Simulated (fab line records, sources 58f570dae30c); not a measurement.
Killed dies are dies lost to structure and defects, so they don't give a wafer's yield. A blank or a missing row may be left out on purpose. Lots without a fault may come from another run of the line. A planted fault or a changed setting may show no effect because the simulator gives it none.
One fault seen from 2 desks | flow berkeley_cmos170 | each desk has only its own numbers; what lay behind them comes last

THE METROLOGY DESK
What the gauges read, lot by lot, whatever tool the lot ran on: means of the sampled wafers that have a number. A lot is out of limits, marked OUT, if its mean lies more than 4 standard deviations from the usual mean; the brackets give that distance.
Columns: A = START_OXIDE_THK at UCB170_START_THK_MEAS_03, usual 18.2 nm; B = NWELL_TW at UCB170_NWELL_TW_MEAS_16, usual 1246; C = cd_nm at UCB170_NLDD_CD_MEAS_06, usual 1199.8 nm; D = NLDD_TW at UCB170_NLDD_TW_MEAS_11, usual 2212
lot  | first seen here | A    | B    | C      | D
L617 | day 1 20:36     | 17.7 | 1232 | 1200.0 | 2186
L618 | day 2 02:12     | 18.4 | 1244 | 1198.7 | 2193
L619 | day 2 04:57     | 18.4 | 1264 | 1198.7 | 2221
L620 | day 2 10:22     | 18.5 | 1236 | 1201.4 | 2186
L623 | day 3 00:28     | 17.8 | 1229 | 1201.9 | 2250
L624 | day 3 07:35     | 18.3 | 1235 | 1199.4 | 2183
L625 | day 3 12:00     | 18.1 | 1233 | 1199.2 | 2224
L626 | day 3 16:47     | 18.2 | 1252 | 1199.5 | 2190
L627 | day 3 20:58     | 18.4 | 1227 | 1201.1 | 2242
L629 | day 4 09:39     | 17.9 | 1254 | 1201.9 | 2184
L636 | day 5 18:14     | 18.9 | 1232 | 1200.0 | 2181
L637 | day 6 01:10     | 18.7 | 1245 | 1198.9 | 2128
L638 | day 6 03:56     | 19.2 | 1253 | 1202.2 | 2212
L639 | day 6 09:08     | 17.8 | 1273 | 1199.0 | 2149
This desk's finding: nothing out of limits on any of the 14 lots.

THE TOOL OWNER'S DESK: implanter-01
The tool's own readings at UCB170_NLDD_IMPLANT_08: means of the sampled wafers that have a number, for each lot that ran on this tool. A lot is out of limits, marked OUT, if its mean lies more than 4 standard deviations from the usual mean; the brackets give that distance.
Columns: A = beam_energy_keV at UCB170_NLDD_IMPLANT_08, usual 30.001
lot  | first seen here | A
L617 | day 6 09:50     | 30.001
L619 | day 6 18:56     | 29.994
L624 | day 8 01:22     | 30.007
L627 | day 8 20:02     | 30.001
L636 | day 9 23:19     | 29.984
L637 | day 10 14:35    | 21.350 (-99 or more) OUT
L639 | day 10 21:17    | 21.355 (-99 or more) OUT
This desk's finding: out of limits on L637, L639; first on L637, day 10 14:35 (beam_energy_keV at UCB170_NLDD_IMPLANT_08). In limits: L617, L619, L624, L627, L636.

PUT TOGETHER
The tool owner's desk could have raised an alarm at day 10 14:35, on L637, L639.
The metrology desk saw nothing out of limits.
The metrology desk has L637, L639 on record, within its limits.
Of the lots named, all ran UCB170_NLDD_IMPLANT_08 on implanter-01.

WHAT THE SIMULATOR HAD PUT IN
Process parameter drift: implanter-01, from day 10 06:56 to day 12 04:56, at UCB170_NLDD_IMPLANT_08. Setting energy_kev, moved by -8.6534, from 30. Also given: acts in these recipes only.
Lots struck among those shown: L637, L639.
Hours from the fault's start to each desk's first reading out of limits: the tool owner's desk, 8.
